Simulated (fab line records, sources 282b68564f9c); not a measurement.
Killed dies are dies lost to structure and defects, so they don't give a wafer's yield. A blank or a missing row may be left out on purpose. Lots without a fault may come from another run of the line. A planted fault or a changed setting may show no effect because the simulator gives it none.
Which tool did it? | flow rit_cmos | 14 lots, 42 wafers sampled, at 4 steps of a route of 202

WHAT THE GAUGES READ, wafer by wafer
RIT_SDANNEAL_RS_MEAS_04: measures by four-point-probe. Usual: PSD_RS 115.94 ohm/sq, standard deviation 0.26.
lot  | measured    | on            | PSD_RS (ohm/sq)      | flag
L984 | day 3 14:15 | film_metro-04 | 115.85 115.62 115.66 |
L985 | day 3 22:55 | film_metro-04 | 115.68 116.10 115.79 |
L986 | day 4 03:35 | film_metro-02 | 115.79 115.71 115.62 |
L988 | day 4 13:58 | film_metro-02 | 116.03 115.96 115.51 |
L989 | day 4 17:37 | film_metro-02 | 116.13 115.94 115.73 |
L990 | day 4 23:25 | film_metro-01 | 115.70 115.52 115.65 |
L991 | day 5 04:24 | film_metro-04 | 116.00 116.09 115.99 |
L992 | day 5 08:54 | film_metro-01 | 116.22 116.30 116.17 |
L993 | day 5 11:43 | film_metro-01 | 116.14 116.32 116.47 |
L999 | day 6 16:08 | film_metro-02 | 115.58 115.85 116.10 |
L102 | day 7 07:14 | film_metro-01 | 115.59 115.79 115.74 |
L103 | day 7 13:32 | film_metro-02 | 116.25 116.23 116.09 |
L104 | day 7 21:34 | film_metro-01 | 116.00 116.16 116.01 |
L105 | day 7 23:04 | film_metro-02 | 115.89 116.18 116.09 |

RIT_M1_CD_MEAS_09: target cd 2600 nm. Usual: cd_nm 2599.7 nm, standard deviation 2.5.
lot  | measured    | on        | cd_nm (nm)           | flag
L984 | day 3 18:52 | cd_sem-01 | 2604.5 2602.5 2602.6 |
L985 | day 4 03:36 | cd_sem-02 | 2600.6 2600.9 2600.6 |
L986 | day 4 08:24 | cd_sem-01 | 2597.3 2597.3 2597.8 |
L988 | day 4 18:46 | cd_sem-01 | 2599.2 2600.1 2599.7 |
L989 | day 4 22:19 | cd_sem-01 | 2598.1 2597.9 2599.7 |
L990 | day 5 04:05 | cd_sem-01 | 2597.0 2597.9 2599.9 |
L991 | day 5 09:44 | cd_sem-01 | 2597.0 2598.9 2598.6 |
L992 | day 5 13:37 | cd_sem-01 | 2604.6 2601.4 2602.1 |
L993 | day 5 16:35 | cd_sem-01 | 2598.2 2598.5 2599.0 |
L999 | day 6 21:14 | cd_sem-01 | 2602.5 2604.5 2604.6 |
L102 | day 7 11:49 | cd_sem-02 | 2595.1 2595.9 2595.4 |
L103 | day 7 18:24 | cd_sem-02 | 2602.9 2603.5 2602.3 |
L104 | day 8 02:09 | cd_sem-02 | 2602.1 2601.2 2602.0 |
L105 | day 8 03:46 | cd_sem-01 | 2596.8 2598.4 2598.4 |

WHICH TOOL RAN EACH LOT (tool, then ch and the chambers of the sampled wafers, then the start)
lot  | RIT_PWELL_STRIP_09                  | RIT_NLDD_SOFTBAKE_02
L984 | plasma_asher-04 ch 1, day 2 09:14   | litho_track-02 ch 0, day 3 05:42
L985 | plasma_asher-01 ch 0,1, day 2 15:16 | litho_track-02 ch 0, day 3 12:39
L986 | plasma_asher-01 ch 0,1, day 2 19:33 | litho_track-03 ch 0, day 3 18:46
L988 | plasma_asher-01 ch 0, day 3 07:24   | litho_track-04 ch 0, day 4 05:31
L989 | plasma_asher-02 ch 0,1, day 3 12:36 | litho_track-04 ch 0, day 4 09:02
L990 | plasma_asher-01 ch 0,1, day 3 17:17 | litho_track-04 ch 0, day 4 13:46
L991 | plasma_asher-02 ch 0,1, day 3 21:36 | litho_track-02 ch 0, day 4 19:38
L992 | plasma_asher-02 ch 0,1, day 4 03:10 | litho_track-03 ch 0, day 5 00:04
L993 | plasma_asher-01 ch 0,1, day 4 06:59 | litho_track-03 ch 0, day 5 03:07
L999 | plasma_asher-04 ch 0,1, day 5 13:26 | litho_track-02 ch 0, day 6 07:41
L102 | plasma_asher-01 ch 0,1, day 6 04:12 | litho_track-02 ch 0, day 6 22:33
L103 | plasma_asher-04 ch 0,1, day 6 07:53 | litho_track-02 ch 0, day 7 04:43
L104 | plasma_asher-02 ch 0,1, day 6 14:02 | litho_track-04 ch 0, day 7 12:49
L105 | plasma_asher-04 ch 0,1, day 6 17:49 | litho_track-03 ch 0, day 7 14:22
- RIT_PWELL_STRIP_09: strips in O2, time 180 s.
- RIT_NLDD_SOFTBAKE_02: time 60 s.

WHAT THE TOOLS THEMSELVES READ (means of the sampled wafers that have a number; where no wafer has one, the mark that the record gives instead)
RIT_PWELL_STRIP_09. Usual: drypump_motor_current_A 6.0 A, standard deviation 0.54; rf_refl_power_W 6.0 W, standard deviation 1.8.
lot  | tool            | drypump_motor_current_A (A) | rf_refl_power_W (W) | flag
L984 | plasma_asher-04 | 5.6                         | 6.1                 |
L985 | plasma_asher-01 | 5.9                         | 4.6                 |
L986 | plasma_asher-01 | 5.9                         | 4.5                 |
L988 | plasma_asher-01 | 6.0                         | 3.9                 |
L989 | plasma_asher-02 | 6.5                         | 7.3                 |
L990 | plasma_asher-01 | 5.7                         | 5.3                 |
L991 | plasma_asher-02 | 6.3                         | 6.0                 |
L992 | plasma_asher-02 | 6.3                         | 6.3                 |
L993 | plasma_asher-01 | 5.7                         | 5.5                 |
L999 | plasma_asher-04 | 5.3                         | 6.7                 |
L102 | plasma_asher-01 | 5.9                         | 4.4                 |
L103 | plasma_asher-04 | 5.3                         | 6.7                 |
L104 | plasma_asher-02 | 6.5                         | 7.3                 |
L105 | plasma_asher-04 | 5.3                         | 6.7                 |

RIT_NLDD_SOFTBAKE_02. Usual: heater_power_total_W 34.56 W, standard deviation 0.05; plate_temp_C 90.02 C, standard deviation 0.11; resist_line_temp_C 23.01 C, standard deviation 0.12.
lot  | tool           | heater_power_total_W (W) | plate_temp_C (C) | resist_line_temp_C (C) | flag
L984 | litho_track-02 | 34.57                    | 89.96            | 22.97                  |
L985 | litho_track-02 | 34.57                    | 90.01            | 23.16                  |
L986 | litho_track-03 | 34.57                    | 90.14            | 23.03                  |
L988 | litho_track-04 | 34.62                    | 89.98            | 23.13                  |
L989 | litho_track-04 | 36.74                    | 93.96            | 22.97                  | OFF
L990 | litho_track-04 | 36.76                    | 94.11            | 22.86                  | OFF
L991 | litho_track-02 | 34.58                    | 89.96            | 22.89                  |
L992 | litho_track-03 | 34.51                    | 90.12            | 23.07                  |
L993 | litho_track-03 | 34.53                    | 90.01            | 23.07                  |
L999 | litho_track-02 | 34.61                    | 90.00            | 23.09                  |
L102 | litho_track-02 | 34.57                    | 89.87            | 23.06                  |
L103 | litho_track-02 | 34.58                    | 90.07            | 23.16                  |
L104 | litho_track-04 | 34.53                    | 89.93            | 22.87                  |
L105 | litho_track-03 | 34.56                    | 90.05            | 22.93                  |

THE ANSWER, worked out from the rows above alone
Rule: a lot is off if the mean of its wafers that have a number lies more than 3 standard deviations from the usual mean. A lot without any number at a reading at which 4 lots or more have one is off too. The other lots that the step has rows for count as sound. The gauges are gone through in route order, then the tools' own readings, and for those a lot's mean is taken as printed above. The first step at which some lot is off is used, and at that step the reading that is off furthest; a lot without a number counts as furthest.
Off: L989, L990, at RIT_NLDD_SOFTBAKE_02 (heater_power_total_W).
A tool fits if, at that step or a process step before it, it ran every lot that is off, and no sound lot after the first of them. None of those tried fits.

WHAT THE SIMULATOR HAD PUT IN
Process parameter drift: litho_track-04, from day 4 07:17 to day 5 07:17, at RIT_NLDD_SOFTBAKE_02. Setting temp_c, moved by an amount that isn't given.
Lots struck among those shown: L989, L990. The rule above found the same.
